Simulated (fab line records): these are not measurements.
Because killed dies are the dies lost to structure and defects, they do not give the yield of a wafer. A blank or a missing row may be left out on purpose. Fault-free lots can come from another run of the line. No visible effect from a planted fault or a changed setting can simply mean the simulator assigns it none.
Which tool was responsible?    flow berkeley_cmos170    15 lots, 45 wafers sampled, at 2 steps of a route of 331

## WHAT THE GAUGES SHOWED, per wafer
UCB170_SDANNEAL_RS_MEAS_04: a four-point-probe measurement.
lot   measured      on             PLDD_RS (ohm/sq)
L898  day 7 08:43   film_metro-04  1028.3 1030.0 1028.8
L899  day 7 11:05   film_metro-04  1036.1 1034.8 1035.0
L900  day 7 10:49   film_metro-01  1032.0 1028.5 1028.7
L903  day 8 07:47   film_metro-02  1030.3 1034.9 1032.6
L904  day 8 08:17   film_metro-04  1032.2 1030.3 1030.5
L905  day 8 08:16   film_metro-01  1033.7 1033.5 1032.2
L906  day 8 17:28   film_metro-02  1032.7 1030.8 1030.2
L907  day 9 05:55   film_metro-02  1029.8 1034.0 1028.8
L908  day 9 04:58   film_metro-04  1036.1 1032.4 1031.5
L911  day 9 04:31   film_metro-01  1032.7 1031.2 1031.0
L914  day 10 10:23  film_metro-02  989.8 989.0 989.8
L915  day 10 10:11  film_metro-04  986.1 986.1 989.7
L916  day 10 10:00  film_metro-01  987.1 989.2 987.7
L919  day 10 20:13  film_metro-02  1033.6 1030.9 1031.1
L920  day 11 10:10  film_metro-04  1030.2 1032.3 1033.6

## WHICH TOOL RAN EACH LOT (tool, then ch and the chambers of the sampled wafers, then the start)
lot   UCB170_SPACER_ANNEAL_02
L898  furnace-02 ch 0, day 7 02:12
L899  furnace-02 ch 0, day 7 02:12
L900  furnace-02 ch 0, day 7 02:12
L903  furnace-01 ch 0, day 8 01:08
L904  furnace-01 ch 0, day 8 01:08
L905  furnace-01 ch 0, day 8 01:08
L906  furnace-04 ch 0, day 8 09:24
L907  furnace-02 ch 0, day 8 21:25
L908  furnace-02 ch 0, day 8 21:25
L911  furnace-02 ch 0, day 8 21:25
L914  furnace-02 ch 0, day 10 02:20
L915  furnace-02 ch 0, day 10 02:20
L916  furnace-02 ch 0, day 10 02:20
L919  furnace-01 ch 0, day 10 12:40
L920  furnace-01 ch 0, day 11 02:43
- UCB170_SPACER_ANNEAL_02: time 1800 s.

## WHAT THE TOOLS THEMSELVES READ (means of the sampled wafers that have a number; where no wafer has one, the mark that the record gives instead)
UCB170_SPACER_ANNEAL_02.
lot   tool        spike_tc_centre_C (C)  spike_tc_load_C (C)  spike_tc_source_C (C)  tube_center_temp_C (C)  tube_center_temp_C_max
L898  furnace-02  902.1                  924.8                925                    900                     902.2
L899  furnace-02  901.1                  923.5                925                    900                     902.2
L900  furnace-02  900.9                  924.9                925                    900                     902.4
L903  furnace-01  902.5                  919.0                918                    900                     902.0
L904  furnace-01  902.8                  920.1                919                    900                     902.4
L905  furnace-01  901.5                  920.7                919                    900                     902.4
L906  furnace-04  903.2                  928.9                922                    900                     902.5
L907  furnace-02  901.6                  923.0                925                    900                     902.1
L908  furnace-02  901.6                  925.1                927                    900                     902.5
L911  furnace-02  900.7                  924.1                925                    900                     902.6
L914  furnace-02  914.4                  935.3                937                    912                     914.1
L915  furnace-02  913.3                  935.6                938                    912                     913.7
L916  furnace-02  913.1                  935.6                938                    912                     914.1
L919  furnace-01  902.4                  918.7                920                    900                     902.4
L920  furnace-01  902.3                  919.7                918                    900                     902.4

## THE ANSWER, worked out from the rows above alone
Rule: usual is defined by the lots themselves. Put in order of their means at a reading, lots are off if they are a third of the lots or fewer, leave a main group of 4 or more, and stand apart from it by a gap of 3 or more times the standard deviation of the main group's means; of several such gaps the widest counts. If all means in a main group match to the digits the tables above print for the reading, that group is not used. Also off: a lot with no number at a reading for which 4 or more lots have one. The other lots that the step has rows for count as sound. The gauges are gone through in route order, then the tools' own readings, and for those a lot's mean is taken as printed above. The first step at which some lot is off is used, and at that step the reading that is off furthest; a lot without a number counts as furthest.
Off: L914, L915, L916, seen at UCB170_SDANNEAL_RS_MEAS_04 (PLDD_RS). The main group has a mean of 1031.8 ohm/sq with a standard deviation of 1.6.
A tool fits if, at a process step before that reading, it ran every lot that is off, and no sound lot after the first of them. The gauges at UCB170_SDANNEAL_RS_MEAS_04 aren't tried: what is off there is off at UCB170_SPACER_ANNEAL_02 too, on other tools, and a gauge's error can't cause that. One candidate fits, namely furnace-02 at UCB170_SPACER_ANNEAL_02. Its last sound lot is L907 (day 8 21:25), its first lot that is off L914 (day 10 02:20): a fault that began between those two fits.
The tool's own readings at UCB170_SPACER_ANNEAL_02 bear it out: on the lots that are off they differ by more than 5 times the standard deviation of the sound lots' means. spike_tc_centre_C reads 913.6 C there against 901.9 C on the sound lots; tube_center_temp_C reads 912 C there against 900 C on the sound lots; tube_center_temp_C_max reads 914.0 there against 902.3 on the sound lots.

## WHAT WAS PUT IN BY THE SIMULATOR
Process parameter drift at UCB170_SPACER_ANNEAL_02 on furnace-02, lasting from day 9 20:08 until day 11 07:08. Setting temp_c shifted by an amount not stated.
Struck lots among those shown: L916, L915, L914. The same result came from the rule above.
